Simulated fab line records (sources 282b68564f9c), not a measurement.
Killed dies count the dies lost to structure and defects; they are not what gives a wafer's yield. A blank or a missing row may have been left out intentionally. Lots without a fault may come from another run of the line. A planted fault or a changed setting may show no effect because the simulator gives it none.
Chamber matching :: flow ritCmos :: pecvd-02 running RIT_CONTACT_CVD_00: 3 sister chambers
The step deposits SiO2 from TEOS, target thk 400 nm, time 61 s. 3 wafers are shown with their chamber, then 7 later ones without.

== WAFERS, EACH WITH ITS CHAMBER ==
wafer: L495.5
chamber: 0
susceptorTempC (C): 389.66

wafer: L498.2
chamber: 2
susceptorTempC (C): 389.88

wafer: L498.4
chamber: 1
susceptorTempC (C): 390.04

== WAFERS WITHOUT THEIR CHAMBER ==
wafer: L498.6
susceptorTempC (C): 389.99

wafer: L500.1
susceptorTempC (C): 389.77

wafer: L500.3
susceptorTempC (C): 389.99

wafer: L500.5
susceptorTempC (C): 389.91

wafer: L502.1
susceptorTempC (C): 389.87

wafer: L502.3
susceptorTempC (C): 389.98

wafer: L502.4
susceptorTempC (C): 390.11

== EACH ONE'S CHAMBER ==
wafer: L498.6
from the rows above: can't be placed: 1 or 2
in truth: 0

wafer: L500.1
from the rows above: can't be placed: 0 or 2
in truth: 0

wafer: L500.3
from the rows above: can't be placed: 1 or 2
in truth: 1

wafer: L500.5
from the rows above: can't be placed: 2 or 1
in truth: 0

wafer: L502.1
from the rows above: 2
in truth: 2

wafer: L502.3
from the rows above: can't be placed: 1 or 2
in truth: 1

wafer: L502.4
from the rows above: 1
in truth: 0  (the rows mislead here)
Placed correctly: 1 of 7. Cannot be placed on the basis of these rows: 5; the candidates contain the true chamber in 3. Number placed wrongly: 1.
How it was worked out, from the rows above alone: a wafer's distance from a chamber is the root of the sum, over the readings, of the square of ((its reading less the chamber's mean) divided by the reading's scatter). If the next closest chamber is less than 2 further off than the closest, the wafer can't be placed; otherwise it belongs to the closest. For every chamber, the mean is computed from those of its wafers that are shown. The scatter (one wafer shown for each chamber): square how far every hidden wafer sits from the nearest shown wafer, average those squares and take the square root.
